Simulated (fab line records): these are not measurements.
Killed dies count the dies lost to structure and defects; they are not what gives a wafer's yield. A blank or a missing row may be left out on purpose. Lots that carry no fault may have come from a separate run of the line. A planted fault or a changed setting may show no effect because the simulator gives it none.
Problem report, 8D (eight disciplines) form, completed by code :: flow berkeleyCmos170 :: the parts of the form that need people (team, actions taken, sign-off) are left out

1. WHAT IS WRONG
Mean of stripTimeToEndpointS at UCB170_NSD_STRIP_09: 31.06 s across 6 wafers in 2 lots; on wafers with no fault it is 35.82 s (standard deviation 0.06). That is -79 standard deviations from the usual mean.
The step: strips in O2.
Seen first at day 8 21:37 on plasmaAsher-02, wafer L868.2. The record holds 42 wafers of 14 lots with a number at this step. Rule for "out", or "out of limits": more than 4 standard deviations from the usual mean. All remaining wafers that have a number are taken as sound.

2. WHAT THIS IS AND IS NOT
question: which readings at this step
is: stripTimeToEndpointS, oesProductAu
is not: drypumpMotorCurrentA

question: which lots
is: L868, L870
is not: L857, L858, L861, L862, L865, L867, L869, L872, L875, L876, L877, L878

question: which wafers of those lots
is: all that have a number
is not: -

question: read on which tools
is: plasmaAsher-02
is not: plasmaAsher-01, plasmaAsher-03

question: when
is: from day 8 21:37
is not: up to then (15 sound wafers); but 21 sound wafers of L867, L869, L872, L875, L876, L877, L878 came after

3. SUSPECTS, AND WHAT RULES EACH OUT
Counting: any tool at a process step up to the reading is kept as a suspect provided that every lot that is out went through it and no sound lot did after the first of them.
- plasmaAsher-02 at UCB170_NSD_STRIP_09 (strips in O2): kept. It ran every lot that is out, first L868 (day 8 21:37), and no sound lot after that; its last sound lot up to then is L865 (day 8 20:39). Its own readings are out on those wafers: oesProductAu, stripTimeToEndpointS.
Left after counting: plasmaAsher-02 at UCB170_NSD_STRIP_09.

4. THE CAUSE (what the simulator had put in)
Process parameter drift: plasmaAsher-02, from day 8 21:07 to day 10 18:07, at UCB170_NSD_STRIP_09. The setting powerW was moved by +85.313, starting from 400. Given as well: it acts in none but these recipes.
Counting left only this tool.

5. THE EFFECT CHAIN, in route order
One row per reading whose mean, taken over the struck wafers that have a number, lies over 3 standard deviations from the usual. Readings are gone through only where the record gives a usual standard deviation; hours: the median, over the lots, of the time from a lot's start at the first step in this table giving one to that lot's start at this step; sigmas: the change measured in usual standard deviations.
hours: 0
step: UCB170_NSD_STRIP_09
reading: oesProductAu
usual: 0.534 a.u.
on struck wafers: 0.580
change: +0.046
sigmas: +10

hours: 0
step: UCB170_NSD_STRIP_09
reading: stripTimeToEndpointS
usual: 35.82 s
on struck wafers: 31.06
change: -4.76
sigmas: -79
Process steps it contains:
- UCB170_NSD_STRIP_09: strips in O2.
Later steps that measure or inspect, where all struck wafers having a row at the step show a number for every such reading and not one has moved that far: UCB170_M1_OVL_MEAS_10, UCB170_V1_OVL_MEAS_13.

6. WHAT WOULD HAVE CAUGHT IT SOONER
First out-of-limits reading in this record: day 8 21:37, which is 0 hours after fault onset at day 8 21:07.
